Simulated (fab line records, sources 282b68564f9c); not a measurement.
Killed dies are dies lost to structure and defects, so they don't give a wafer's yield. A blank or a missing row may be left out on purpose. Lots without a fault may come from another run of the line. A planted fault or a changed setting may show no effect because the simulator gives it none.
fab line records | flow rit_cmos
record lots=15 wafers=45 last_day=7
route steps=202 shown NSD@132 PSD@152
lots that met no fault: from a run of the same line without faults
start_h: hours from the record's first day to the start of the lot's first wafer shown | wait_h: hours since the lot's step before | " the same as in the row above | L1.1+2: a row that stands for several wafers | - no value, or no start given | * or withheld: withheld | < > ~ a bound
route shown NAME@n: a module of which the file shows steps, and the number in the route of the first | usual: mean/standard deviation of fault-free wafers | same: alike in all rows | chamber/n: place in a boat | sites: the reading at each site | _std_site: their standard deviation | _edge_site: outer sites' mean less inner sites' | radius_mm: how far each site lies from the wafer's centre | mask NAME#n: copy n | behind: the tool/chamber that last shaped the wafer | hold: why the lot was held/for how many hours/how that ended | device: the transistor (n, p or np) that didn't switch | end of line: the same wafers' tests at the end of the route | a step without rows: its recipe alone | killed: dies lost to structure and defects at the first sort, not the wafer's yield | map: a wafer's dies, x killed, . not, _ none there
set.NAME: the setting as run; set.NAME@STEP: as run at that earlier step | model.NAME: the simulator's own value behind a step, which no gauge read
steps of the route over a sample of lots; a table a step, a row a wafer
## steps
# step RIT_NSD_COAT_01
# recipe resist=NOVOLAK spin_rpm=3250 resist_thk_nm=1000
# usual chill_plate_temp_C=23.00/0.11 dispense_pressure_kPa=50.6/1.5
# columns lot.wafer tool chamber start_h wait_h chill_plate_temp_C dispense_pressure_kPa
L999.1 litho_track-03 0 47.44 0.1 23.06 48.6
L999.2 " 0 " " 23.05 48.7
L999.3 " 0 " " 23.06 48.7
L100.2 litho_track-01 0 50.50 0.1 23.05 51.0
L100.3 " 0 " " 23.03 51.0
L100.4 " 0 " " 23.12 50.9
L102.1 litho_track-03 0 61.68 0.1 23.05 48.7
L102.2 " 0 " " 23.13 48.6
L102.6 " 0 " " 23.01 48.7
L103.1 litho_track-02 0 68.14 0.1 22.95 52.7
L103.4 " 0 " " 22.79 52.7
L103.5 " 0 " " 22.95 52.7
L106.1 litho_track-02 0 81.74 0.1 22.84 52.7
L106.3 " 0 " " 22.93 52.7
L106.4 " 0 " " 23.01 52.7
L107.1 litho_track-03 0 85.77 0.1 23.10 48.6
L107.3 " 0 " " 23.08 48.7
L107.6 " 0 " " 23.09 48.7
L109.1 litho_track-02 0 95.96 0.1 23.01 52.7
L109.3 " 0 " " 23.03 52.7
L109.5 " 0 " " 23.09 52.7
L113.2 litho_track-01 - 116.81 0.1 - -
L113.3 " - " " - -
L113.6 " - " " - -
L114.1 litho_track-03 - 120.64 0.1 - -
L114.4 " - " " - -
L114.6 " - " " - -
L115.2 litho_track-01 - 126.04 0.1 - -
L115.3 " - " " - -
L115.4 " - " " - -
L118.1 litho_track-01 0 141.46 0.1 23.00 51.0
L118.2 " 0 " " 23.05 51.0
L118.6 " 0 " " 22.99 51.0
L119.1 litho_track-03 0 148.51 0.1 22.98 48.6
L119.4 " 0 " " 23.00 48.6
L119.6 " 0 " " 22.99 48.7
L120.2 litho_track-03 0 153.05 0.1 23.09 48.6
L120.3 " 0 " " 23.14 48.7
L120.4 " 0 " " 23.10 48.7
L121.1 litho_track-02 0 158.15 0.1 22.94 52.7
L121.4 " 0 " " 23.06 52.7
L121.5 " 0 " " 22.94 52.7
L122.3 litho_track-01 0 166.64 0.1 23.19 50.9
L122.4 " 0 " " 23.22 51.0
L122.6 " 0 " " 23.23 51.0
# step RIT_NSD_OVL_MEAS_06
# usual NSD_OVL=-1.5/2
# columns lot.wafer tool chamber start_h wait_h NSD_OVL[nm]
L999.1 overlay-02 - 48.26 - 0.1
L999.2 " - " " 0.9
L999.3 " - " " 0.8
L100.2 overlay-02 - 51.30 - -1.7
L100.3 " - " " -2.1
L100.4 " - " " -2.7
L102.1 overlay-01 - 62.51 - 0.2
L102.2 " - " " 0.3
L102.6 " - " " 0.0
L103.1 overlay-01 - 68.97 - -5.5
L103.4 " - " " -5.3
L103.5 " - " " -5.8
L106.1 overlay-01 - 82.44 - -0.2
L106.3 " - " " -0.2
L106.4 " - " " -1.0
L107.1 overlay-01 - 86.59 - -3.0
L107.3 " - " " -3.0
L107.6 " - " " -2.3
L109.1 overlay-02 - 96.79 - 0.2
L109.3 " - " " 0.5
L109.5 " - " " 1.3
L113.2 overlay-01 - 117.49 - -
L113.3 " - " " -
L113.6 " - " " -
L114.1 overlay-02 - 121.51 - -
L114.4 " - " " -
L114.6 " - " " -
L115.2 overlay-02 - 126.73 - -
L115.3 " - " " -
L115.4 " - " " -
L118.1 overlay-02 - 142.22 - -2.3
L118.2 " - " " -1.7
L118.6 " - " " -1.1
L119.1 overlay-02 - 149.21 - 0.1
L119.4 " - " " -0.8
L119.6 " - " " -1.5
L120.2 overlay-01 - 153.73 - -4.6
L120.3 " - " " -3.0
L120.4 " - " " -5.1
L121.1 overlay-02 - 158.97 - -0.7
L121.4 " - " " 0.8
L121.5 " - " " -0.7
L122.3 overlay-01 - 167.43 - -3.8
L122.4 " - " " -4.9
L122.6 " - " " -3.7
# step RIT_PSD_TW_MEAS_10
# usual PSD_TW=3402/20
# columns lot.wafer tool chamber start_h wait_h PSD_TW
L999.1 film_metro-04 - 50.32 0.1 3413
L999.2 " - " " 3392
L999.3 " - " " 3410
L100.2 film_metro-03 - 53.24 0.1 3381
L100.3 " - " " 3394
L100.4 " - " " 3383
L102.1 film_metro-04 - 64.56 0.1 3427
L102.2 " - " " 3410
L102.6 " - " " 3406
L103.1 film_metro-03 - 71.05 0.1 3403
L103.4 " - " " 3414
L103.5 " - " " 3420
L106.1 film_metro-03 - 84.50 0.1 3428
L106.3 " - " " 3449
L106.4 " - " " 3431
L107.1 film_metro-03 - 88.52 0.1 3428
L107.3 " - " " 3419
L107.6 " - " " 3413
L109.1 film_metro-04 - 98.72 0.1 3400
L109.3 " - " " 3407
L109.5 " - " " 3377
L113.2 film_metro-04 - 119.42 0.1 3588
L113.3 " - " " 3607
L113.6 " - " " 3590
L114.1 film_metro-04 - 123.56 0.1 3561
L114.4 " - " " 3599
L114.6 " - " " 3590
L115.2 film_metro-04 - 128.69 0.1 3567
L115.3 " - " " 3576
L115.4 " - " " 3583
L118.1 film_metro-04 - 144.15 0.1 3373
L118.2 " - " " 3379
L118.6 " - " " 3393
L119.1 film_metro-04 - 151.35 0.1 3395
L119.4 " - " " 3422
L119.6 " - " " 3392
L120.2 film_metro-04 - 155.87 0.1 3402
L120.3 " - " " 3373
L120.4 " - " " 3391
L121.1 film_metro-03 - 160.90 0.1 3432
L121.4 " - " " 3442
L121.5 " - " " 3441
L122.3 film_metro-04 - 169.49 0.1 3410
L122.4 " - " " 3391
L122.6 " - " " 3416
## key
first_sign step=RIT_NSD_COAT_01 reading=tool_record direction=missing
effect step=RIT_NSD_OVL_MEAS_06 reading=NSD_OVL direction=missing
effect step=RIT_PSD_TW_MEAS_10 reading=PSD_TW direction=up sigmas=9.3 usual=3402 struck=3585
met_at RIT_NSD_COAT_01
struck_lots L113,L114,L115
sort_left_out L113.2,L113.3,L113.6,L114.1,L114.4,L114.6,L115.2,L115.3,L115.4
tester_left_out L113,L114,L115
onset_between 85.77 116.81
fault kind=skipped_step_whole tool=litho_track-01,litho_track-03 chamber=- onset_h=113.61 steps=RIT_NSD_COAT_01 scope=struck_lots_only
# tester_left_out: of these lots the tester's yield and bins aren't shown, on N5 and GAA mostly nor the transistor test; their killed dies are dies lost to structure and defects alone, not to doping, threshold or leakage, so they don't give the yield
# sort_left_out: the simulated sort isn't trusted on such a fault, so these wafers' sort isn't shown, and their yield isn't known
